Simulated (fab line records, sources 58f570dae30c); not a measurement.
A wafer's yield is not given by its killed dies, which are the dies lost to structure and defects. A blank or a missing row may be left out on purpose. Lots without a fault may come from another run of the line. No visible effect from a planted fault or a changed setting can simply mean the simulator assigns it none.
What tool caused it? / flow berkeley_cmos170 / 6 lots with 18 wafers sampled at 2 steps, on a route of 331 steps

## WHAT THE GAUGES READ, wafer by wafer
UCB170_GATE_THK_MEAS_02.
lot=L989; measured=day 6 22:47; on=film_metro-01; GATE_OXIDE_THK (nm)=6.35 6.40 6.39
lot=L990; measured=day 7 16:47; on=film_metro-03; GATE_OXIDE_THK (nm)=6.61 6.54 6.37
lot=L992; measured=day 8 01:35; on=film_metro-03; GATE_OXIDE_THK (nm)=6.79 6.83 6.78
lot=L994; measured=day 8 14:11; on=film_metro-01; GATE_OXIDE_THK (nm)=6.51 6.58 6.56
lot=L996; measured=day 8 23:58; on=film_metro-03; GATE_OXIDE_THK (nm)=6.69 6.63 6.59
lot=L104; measured=day 11 01:56; on=film_metro-04; GATE_OXIDE_THK (nm)=8.50 8.65 8.56

## TOOL THAT RAN EACH LOT (tool first, then ch and the chambers of the sampled wafers, then the start)
lot=L989; UCB170_ZERO_STRIP_07=plasma_asher-03 ch 0,1, day 2 04:39
lot=L990; UCB170_ZERO_STRIP_07=plasma_asher-04 ch 0,1, day 2 13:28
lot=L992; UCB170_ZERO_STRIP_07=plasma_asher-03 ch 0,1, day 3 00:08
lot=L994; UCB170_ZERO_STRIP_07=plasma_asher-03 ch 0,1, day 3 08:56
lot=L996; UCB170_ZERO_STRIP_07=plasma_asher-01 ch 0,1, day 3 18:59
lot=L104; UCB170_ZERO_STRIP_07=plasma_asher-03 ch 0,1, day 5 12:22
- UCB170_ZERO_STRIP_07: strips in O2.

## THE ANSWER, worked out from the rows above alone
Rule: the usual values come from the lots themselves. The widest of any qualifying gaps counts: lots, ordered by their means at a reading, are off when they make up no more than a third of the lots, leave a main group of 4 or more, and stand apart from it by 3 or more times the standard deviation of that group's means. If all means in a main group match to the digits the tables above print for the reading, that group is not used. Also off: a lot with no number at a reading for which 4 or more lots have one. All remaining lots with rows at the step are treated as sound.
Off: L104, at UCB170_GATE_THK_MEAS_02 (GATE_OXIDE_THK). The main group has a mean of 6.57 nm with a standard deviation of 0.14.
If a tool, at a process step before that reading, ran all the lots that are off and no sound lot after the first of them, it fits. The gauges at UCB170_GATE_THK_MEAS_02 are tried like those tools. Undecided on this evidence; 2 tools fit (plasma_asher-03 at UCB170_ZERO_STRIP_07, film_metro-04 at UCB170_GATE_THK_MEAS_02).

## WHAT THE SIMULATOR HAD PUT IN
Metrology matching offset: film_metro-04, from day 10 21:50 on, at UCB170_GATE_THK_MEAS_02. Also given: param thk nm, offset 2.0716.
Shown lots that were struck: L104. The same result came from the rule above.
